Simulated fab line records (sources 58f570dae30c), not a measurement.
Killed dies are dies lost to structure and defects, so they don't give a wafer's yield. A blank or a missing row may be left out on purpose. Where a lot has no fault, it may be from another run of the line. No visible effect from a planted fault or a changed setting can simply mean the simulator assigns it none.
Problem report, 8D (eight disciplines) form, completed by code ; flow berkeleyCmos170 ; the parts of the form that need people (team, actions taken, sign-off) are left out

1. WHAT WENT WRONG
Mean NSD_TW at UCB170_NSD_TW_MEAS_10: 4051 over 6 wafers in 2 lots; fault-free wafers: 4206, standard deviation 33. That is -4.7 standard deviations from the usual mean.
First seen on wafer L181.1, day 10 13:14, on filmMetro-02. At this step, 42 wafers from 14 lots have a number in the record. Rule for "out", or "out of limits": more than 4 standard deviations from the usual mean. The rest of the wafers with a number are treated as sound.

2. WHAT IT IS AND WHAT IT IS NOT
question;is;is not
which readings at this step;NSD_TW;-
which lots;L181, L185;L164, L165, L166, L168, L169, L170, L171, L173, L175, L178, L179, L186
which wafers of those lots;all that have a number;-
read on which gauges;filmMetro-02;filmMetro-01, filmMetro-04
when;from day 10 13:14;"up to then (33 sound wafers); but 3 sound wafers of L186 came after"

3. WHAT RULES OUT EACH SUSPECT
Counting: a tool at any process step up to the reading remains a suspect when it ran all the lots that are out and ran no sound lot after the first of those.
- ruled out: the gauge at UCB170_NSD_TW_MEAS_10. All the wafers that are out were read on filmMetro-02, but those of them that UCB170_NSD_IMPLANT_08 has rows for are out there too, on other tools.
- implanter-03 at UCB170_NSD_IMPLANT_08: kept. Every lot that is out went through it, starting with L181 (day 10 12:59), and after that it ran no sound lot; the last sound lot it ran before then is L179 (day 10 06:01). Its own beamOnS, faradayCurrentUA readings are out on those wafers.
After counting, what remains is implanter-03 at UCB170_NSD_IMPLANT_08.

4. THE CAUSE (what the simulator had put in)
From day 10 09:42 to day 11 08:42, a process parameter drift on implanter-03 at UCB170_NSD_IMPLANT_08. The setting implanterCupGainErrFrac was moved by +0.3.
The count eliminated every tool but this one.

5. SEQUENCE OF EFFECTS, ordered by route
Each row: a reading where the mean over the struck wafers with a number is more than 3 standard deviations away from the usual. Only readings whose record carries a usual standard deviation are examined. hours: median over the lots of the time between each lot's start at the first step of this table that gives one and its start at this step. sigmas: the change, counted in usual standard deviations.
hours;step;reading;usual;on struck wafers;change;sigmas
0;UCB170_NSD_IMPLANT_08;beamOnS;10.00 s;7.68;-2.32;-12
0;UCB170_NSD_IMPLANT_08;faradayCurrentUA;9172;11944;+2772;+15
0;UCB170_NSD_STRIP_09;oesProductAu;0.534 a.u.;0.558;+0.024;+5.5
0;UCB170_NSD_STRIP_09;stripTimeToEndpointS;35.71 s;33.29;-2.42;-28
0;UCB170_NSD_TW_MEAS_10;NSD_TW;4206;4051;-155;-4.7
4;UCB170_SDANNEAL_RS_MEAS_03;NSD_RS;37.42 ohm/sq;42.95;+5.53;+61
Here are the process steps it includes:
- UCB170_NSD_IMPLANT_08
- UCB170_NSD_STRIP_09: strips in O2.

6. WHAT WOULD HAVE CAUGHT IT SOONER
Counted from the fault's start at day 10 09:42, it took 4 hours until the first out-of-limits reading at a measuring or inspecting step in this record, taken at day 10 13:14.
Tool's own readings at UCB170_NSD_IMPLANT_08, beamOnS, faradayCurrentUA: out on all struck wafers the step has rows for; an alarm limit on them would have tripped on the first.
L185, from the lots that are out (2), started UCB170_NSD_IMPLANT_08 on implanter-03 later than day 10 13:14. Putting the tool on hold at that point would have spared it.
